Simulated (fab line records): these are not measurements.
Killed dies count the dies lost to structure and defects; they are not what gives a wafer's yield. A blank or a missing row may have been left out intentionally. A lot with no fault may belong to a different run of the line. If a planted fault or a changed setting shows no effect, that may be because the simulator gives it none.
fab line records -- flow berkeley_cmos170
record: lots: 5, wafers: 15, last_day: 13
route steps=331 shown CONTACT@229 M1@238
lots that met no fault: taken from a fault-free run of the same line
start_h: start of the lot's first displayed wafer, in hours after the record's first day -- wait_h: time in hours since the lot's previous step -- " same as the row above -- L1.1+2: one row covering several wafers at once -- - no value, or no start was given -- * or withheld: withheld -- < > ~ a bound
route shown NAME@n: NAME is a module with steps in the file, n the number in the route of the first one -- usual: mean and standard deviation over wafers with no fault -- same: alike in all rows -- chamber/n: place in a boat -- sites: the reading at each site -- _std_site: standard deviation of those values -- _edge_site: mean of outer sites minus mean of inner sites -- radius_mm: how far each site lies from the wafer's centre -- mask NAME#n: copy n -- behind: tool/chamber where the wafer was last shaped -- hold: reason for holding the lot/hours on hold/outcome of the hold -- device: names the non-switching transistor (n, p or np) -- end of line: tests run on the same wafers once the route is complete -- a step without rows: its recipe alone -- killed: count of dies lost to structure and defects at first sort (not the wafer's yield) -- map: a wafer's dies, marking killed ones x, the rest . and places with no die _
set.NAME: setting as actually run; set.NAME@STEP: the setting as run at that earlier step -- model.NAME: the simulator's own value behind a step, which no gauge read
lots at some steps of the route; a table a step, a row a wafer
services: a tool's chamber out of use, with start hour (start_h, from the record's first day; less than 0 if before it), hours out, and reason
== steps ==
step: UCB170_CONTACT_PEB_13
recipe: peb_temp_c: 130, peb_time_s: withheld, resist: KrF
usual: heater_power_total_W: 56.80/0.046
lot.wafer,tool,chamber,start_h,wait_h,heater_power_total_W
L079.3,litho_track-01,0,206.06,0.1,56.74
L079.5,litho_track-01,0,206.06,0.1,56.80
L079.6,litho_track-01,0,206.06,0.1,56.76
L083.4,litho_track-01,0,222.38,1.0,56.72
L083.5,litho_track-01,0,222.38,1.0,56.85
L083.6,litho_track-01,0,222.38,1.0,56.77
L087.1,litho_track-03,0,245.30,0.6,56.75
L087.2,litho_track-03,0,245.30,0.6,56.84
L087.4,litho_track-03,0,245.30,0.6,56.80
L092.1,litho_track-01,0,266.07,0.7,56.83
L092.3,litho_track-01,0,266.07,0.7,56.82
L092.6,litho_track-01,0,266.07,0.7,56.74
L096.1,litho_track-01,0,282.16,0.7,56.80
L096.3,litho_track-01,0,282.16,0.7,56.80
L096.4,litho_track-01,0,282.16,0.7,56.82
step: UCB170_CONTACT_DEVELOP_14
recipe: developer: TMAH, develop_time_s: 45, resist: KrF, dev_temp_c: 21
usual: developer_temp_C: 20.99/0.09
lot.wafer,tool,chamber,start_h,wait_h,developer_temp_C
L079.3,litho_track-01,0,-,-,20.95
L079.5,litho_track-01,0,-,-,21.06
L079.6,litho_track-01,0,-,-,21.06
L083.4,litho_track-01,0,-,-,21.17
L083.5,litho_track-01,0,-,-,21.11
L083.6,litho_track-01,0,-,-,21.04
L087.1,litho_track-03,0,-,-,20.90
L087.2,litho_track-03,0,-,-,20.95
L087.4,litho_track-03,0,-,-,20.93
L092.1,litho_track-01,0,-,-,20.88
L092.3,litho_track-01,0,-,-,20.95
L092.6,litho_track-01,0,-,-,21.18
L096.1,litho_track-01,0,-,-,21.00
L096.3,litho_track-01,0,-,-,20.99
L096.4,litho_track-01,0,-,-,20.99
step: UCB170_CONTACT_CD_MEAS_15
recipe: target_cd_nm: 700
usual: cd_nm: 700.4/1.4
lot.wafer,tool,chamber,start_h,wait_h,cd_nm
L079.3,cd_sem-02,-,206.32,-,698.7
L079.5,cd_sem-02,-,206.32,-,698.1
L079.6,cd_sem-02,-,206.32,-,699.8
L083.4,cd_sem-01,-,222.64,-,700.3
L083.5,cd_sem-01,-,222.64,-,699.4
L083.6,cd_sem-01,-,222.64,-,700.8
L087.1,cd_sem-02,-,245.58,-,699.3
L087.2,cd_sem-02,-,245.58,-,699.9
L087.4,cd_sem-02,-,245.58,-,699.1
L092.1,cd_sem-01,-,266.34,-,699.5
L092.3,cd_sem-01,-,266.34,-,699.0
L092.6,cd_sem-01,-,266.34,-,700.5
L096.1,cd_sem-01,-,282.43,-,701.0
L096.3,cd_sem-01,-,282.43,-,699.6
L096.4,cd_sem-01,-,282.43,-,699.2
step: UCB170_CONTACT_OVL_MEAS_16
usual: CONTACT_OVL: 0/5.2
lot.wafer,tool,chamber,start_h,wait_h,CONTACT_OVL[nm]
L079.3,overlay-02,-,206.42,0.1,-3
L079.5,overlay-02,-,206.42,0.1,-6
L079.6,overlay-02,-,206.42,0.1,-2
L083.4,overlay-02,-,222.71,0.1,-7
L083.5,overlay-02,-,222.71,0.1,-6
L083.6,overlay-02,-,222.71,0.1,-3
L087.1,overlay-01,-,245.70,0.1,-2
L087.2,overlay-01,-,245.70,0.1,4
L087.4,overlay-01,-,245.70,0.1,5
L092.1,overlay-02,-,266.46,0.1,0
L092.3,overlay-02,-,266.46,0.1,-3
L092.6,overlay-02,-,266.46,0.1,2
L096.1,overlay-01,-,282.55,0.1,0
L096.3,overlay-01,-,282.55,0.1,5
L096.4,overlay-01,-,282.55,0.1,3
step: UCB170_CONTACT_ETCH_17
recipe: chemistry: N2/H2, target_depth_a: withheld, overetch_a: withheld, target: BARC, time_s: withheld, source_w: 500, bias_w: 100, pressure_mtorr: 30, n2_flow_sccm: 100, h2_flow_sccm: 200
usual: drypump_motor_current_A: 5.6/0.34, oes_product_au: 1.004/0.016, throttle_valve_pct: 13.35/0.23
lot.wafer,tool,chamber,start_h,wait_h,drypump_motor_current_A,oes_product_au,throttle_valve_pct
L079.3,rie_diel-01,1,206.44,0.0,5.6,1.015,13.70
L079.5,rie_diel-01,1,206.44,0.0,5.6,1.018,13.72
L079.6,rie_diel-01,0,206.44,0.0,5.0,0.998,13.24
L083.4,rie_diel-01,2,222.75,0.0,5.3,1.002,13.48
L083.5,rie_diel-01,1,222.75,0.0,5.6,1.030,13.69
L083.6,rie_diel-01,3,222.75,0.0,5.3,0.963,13.12
L087.1,rie_diel-03,1,245.73,0.0,5.9,1.002,13.55
L087.2,rie_diel-03,0,245.73,0.0,5.9,1.014,13.31
L087.4,rie_diel-03,0,245.73,0.0,5.9,1.010,13.31
L092.1,rie_diel-03,2,266.50,0.0,5.6,1.033,12.84
L092.3,rie_diel-03,3,266.50,0.0,5.6,0.987,13.09
L092.6,rie_diel-03,0,266.50,0.0,5.9,1.005,13.31
L096.1,rie_diel-01,3,282.59,0.0,5.3,0.976,13.11
L096.3,rie_diel-01,1,282.59,0.0,5.6,1.014,13.69
L096.4,rie_diel-01,0,282.59,0.0,5.0,0.994,13.25
step: UCB170_CONTACT_ETCH_18
recipe: chemistry: CHF3/CF4/Ar, target: PSG, stop_on: TiSi2, CHF3_flow_sccm: 45, cf4_flow_sccm: 15, Ar_flow_sccm: 150, pressure_mtorr: 200, rf_w: 700, target_depth_a: 8400, over_etch_frac: 0.2, time_s: 195
usual: drypump_motor_current_A: 5.6/0.33, oes_product_au: 0.896/0.013, throttle_valve_pct: 6.95/0.14
lot.wafer,tool,chamber,start_h,wait_h,drypump_motor_current_A,oes_product_au,rf_hours_counter_h,throttle_valve_pct
L079.3,rie_diel-01,1,-,-,5.6,0.904,91,7.20
L079.5,rie_diel-01,1,-,-,5.6,0.903,-,7.21
L079.6,rie_diel-01,0,-,-,5.0,0.904,-,6.89
L083.4,rie_diel-01,2,-,-,5.3,0.889,-,6.96
L083.5,rie_diel-01,1,-,-,5.6,0.902,-,7.22
L083.6,rie_diel-01,3,-,-,5.3,0.879,-,6.89
L087.1,rie_diel-03,1,-,-,5.9,0.893,13,7.09
L087.2,rie_diel-03,0,-,-,5.9,0.913,23,6.90
L087.4,rie_diel-03,0,-,-,6.0,0.922,-,6.89
L092.1,rie_diel-03,2,-,-,5.6,0.921,62,6.73
L092.3,rie_diel-03,3,-,-,5.6,0.884,100,6.74
L092.6,rie_diel-03,0,-,-,5.9,0.906,-,6.89
L096.1,rie_diel-01,3,-,-,5.3,0.873,3,6.88
L096.3,rie_diel-01,1,-,-,5.6,0.901,95,7.21
L096.4,rie_diel-01,0,-,-,5.0,0.897,10,6.89
step: UCB170_CONTACT_STRIP_19
recipe: chemistry: O2, power_w: 400, pressure_mtorr: 3500, platen_temp_c: withheld, o2_flow_sccm: 400, overash_fraction: 0.5
usual: drypump_motor_current_A: 5.5/0.44, oes_product_au: 0.726/0.0049
lot.wafer,tool,chamber,start_h,wait_h,drypump_motor_current_A,oes_product_au,rf_hours_counter_h
L079.3,plasma_asher-02,1,206.64,-,5.1,0.727,-
L079.5,plasma_asher-02,1,206.64,-,5.1,0.736,-
L079.6,plasma_asher-02,0,206.64,-,5.6,0.724,-
L083.4,plasma_asher-01,0,222.93,-,6.0,0.723,-
L083.5,plasma_asher-01,1,222.93,-,6.0,0.731,-
L083.6,plasma_asher-01,0,222.93,-,6.0,0.725,-
L087.1,plasma_asher-01,1,245.90,-,6.0,0.726,55
L087.2,plasma_asher-01,0,245.90,-,6.0,0.722,55
L087.4,plasma_asher-01,0,245.90,-,6.0,0.727,-
L092.1,plasma_asher-03,0,266.66,-,4.8,0.721,16
L092.3,plasma_asher-03,1,266.66,-,5.6,0.726,-
L092.6,plasma_asher-03,1,266.66,-,5.6,0.729,-
L096.1,plasma_asher-02,1,282.75,-,5.1,0.719,55
L096.3,plasma_asher-02,1,282.75,-,5.1,0.731,-
L096.4,plasma_asher-02,0,282.75,-,5.6,0.733,-
step: UCB170_CONTACT_CD_MEAS_90
recipe: target_cd_nm: 700
usual: cd_nm: 700.3/1.5
lot.wafer,tool,chamber,start_h,wait_h,cd_nm
L079.3,cd_sem-01,-,206.75,0.1,699.5
L079.5,cd_sem-01,-,206.75,0.1,700.2
L079.6,cd_sem-01,-,206.75,0.1,700.6
L083.4,cd_sem-02,-,223.06,0.1,700.4
L083.5,cd_sem-02,-,223.06,0.1,700.7
L083.6,cd_sem-02,-,223.06,0.1,700.4
L087.1,cd_sem-02,-,246.00,0.1,698.0
L087.2,cd_sem-02,-,246.00,0.1,700.4
L087.4,cd_sem-02,-,246.00,0.1,699.7
L092.1,cd_sem-02,-,266.76,0.1,700.1
L092.3,cd_sem-02,-,266.76,0.1,699.6
L092.6,cd_sem-02,-,266.76,0.1,700.8
L096.1,cd_sem-01,-,282.85,0.1,700.4
L096.3,cd_sem-01,-,282.85,0.1,701.1
L096.4,cd_sem-01,-,282.85,0.1,699.2
step: UCB170_CONTACT_CLEAN_20
recipe: chemistry: SPM, temp_c: 120, time_s: 600
lot.wafer,tool,chamber,start_h,wait_h
L079.3+5+6,wet_bench-01,2,206.83,0.1
L083.4+5+6,wet_bench-02,0,223.12,0.0
L087.1+2+4,wet_bench-02,0,246.12,0.1
L092.1+3+6,wet_bench-02,2,266.88,0.1
L096.1+3+4,wet_bench-01,2,282.97,0.1
step: UCB170_M1_SPUTTER_00
recipe: material: Al, target_thk_nm: 600, time_s: 80, power_w: 6000, chamber_pressure_pa: 0.5
usual: throttle_valve_pct: 30.5/0.7
lot.wafer,tool,chamber,start_h,wait_h,throttle_valve_pct
L079.3,pvd_sputter-04,-,207.00,0.0,30.5
L079.5,pvd_sputter-04,-,207.00,0.0,30.3
L079.6,pvd_sputter-04,-,207.00,0.0,30.1
L083.4,pvd_sputter-01,-,223.29,0.0,30.4
L083.5,pvd_sputter-01,-,223.29,0.0,30.8
L083.6,pvd_sputter-01,-,223.29,0.0,31.9
L087.1,pvd_sputter-01,-,246.30,0.0,30.1
L087.2,pvd_sputter-01,-,246.30,0.0,31.9
L087.4,pvd_sputter-01,-,246.30,0.0,30.6
L092.1,pvd_sputter-02,-,267.06,0.0,29.9
L092.3,pvd_sputter-02,-,267.06,0.0,30.0
L092.6,pvd_sputter-02,-,267.06,0.0,30.0
L096.1,pvd_sputter-04,-,283.15,0.0,30.3
L096.3,pvd_sputter-04,-,283.15,0.0,30.6
L096.4,pvd_sputter-04,-,283.15,0.0,30.6
step: UCB170_M1_RS_MEAS_01
recipe: thk_meas_gauge: four-point-probe, reads: Al_of_M1_SPUTTER_00
usual: M1_AL_RS: 0.0484/0.00055
lot.wafer,tool,chamber,start_h,wait_h,M1_AL_RS[ohm/sq]
L079.3,film_metro-01,-,207.10,0.1,0.0476
L079.5,film_metro-01,-,207.10,0.1,0.0486
L079.6,film_metro-01,-,207.10,0.1,0.0478
L083.4,film_metro-01,-,223.41,0.1,0.0486
L083.5,film_metro-01,-,223.41,0.1,0.0483
L083.6,film_metro-01,-,223.41,0.1,0.0488
L087.1,film_metro-02,-,246.36,0.0,0.0482
L087.2,film_metro-02,-,246.36,0.0,0.0484
L087.4,film_metro-02,-,246.36,0.0,0.0487
L092.1,film_metro-03,-,267.12,0.0,0.0485
L092.3,film_metro-03,-,267.12,0.0,0.0489
L092.6,film_metro-03,-,267.12,0.0,0.0491
L096.1,film_metro-02,-,283.21,0.0,0.0477
L096.3,film_metro-02,-,283.21,0.0,0.0479
L096.4,film_metro-02,-,283.21,0.0,0.0486
step: UCB170_M1_THK_MEAS_02
recipe: thk_meas_gauge: xrf, reads: Al_of_M1_SPUTTER_00
usual: M1_AL_THK: 607/7.2
lot.wafer,tool,chamber,start_h,wait_h,M1_AL_THK[nm]
L079.3,film_metro-01,-,207.20,0.1,621
L079.5,film_metro-01,-,207.20,0.1,604
L079.6,film_metro-01,-,207.20,0.1,616
L083.4,film_metro-01,-,223.50,0.1,606
L083.5,film_metro-01,-,223.50,0.1,607
L083.6,film_metro-01,-,223.50,0.1,605
L087.1,film_metro-02,-,246.48,0.1,607
L087.2,film_metro-02,-,246.48,0.1,602
L087.4,film_metro-02,-,246.48,0.1,602
L092.1,film_metro-03,-,267.24,0.1,605
L092.3,film_metro-03,-,267.24,0.1,602
L092.6,film_metro-03,-,267.24,0.1,602
L096.1,film_metro-02,-,283.33,0.1,612
L096.3,film_metro-02,-,283.33,0.1,609
L096.4,film_metro-02,-,283.33,0.1,602
step: UCB170_M1_COAT_03
recipe: resist: BARC, temp_c: withheld, time_s: withheld, spin_rpm: 3000, resist_thk_nm: withheld
lot.wafer,tool,chamber,start_h,wait_h
L079.3+5+6,litho_track-04,0,207.63,0.4
L083.4+5+6,litho_track-04,0,223.84,0.3
L087.1+2+4,litho_track-02,0,247.34,0.9
L092.1+3+6,litho_track-04,0,267.79,0.5
L096.1+3+4,litho_track-03,0,283.39,0.1
step: UCB170_M1_COAT_04
recipe: resist: KrF, spin_rpm: 1500, resist_thk_nm: 900
lot.wafer,tool,chamber,start_h,wait_h
L079.3+5+6,litho_track-04,0,-,-
L083.4+5+6,litho_track-04,0,-,-
L087.1+2+4,litho_track-02,0,-,-
L092.1+3+6,litho_track-04,0,-,-
L096.1+3+4,litho_track-03,0,-,-
== services ==
tool,chamber,start_h,hours,kind
rie_diel-01,3,186.71,-,clean
rie_diel-01,3,186.71,22.3,scheduled_down
rie_diel-01,3,186.71,22.3,vent_cycle
rie_diel-01,0,206.95,24.7,repair
plasma_asher-03,-,233.96,5.4,repair
rie_diel-03,1,239.10,4.1,repair
rie_diel-03,3,283.32,8.3,repair
== key ==
fault none
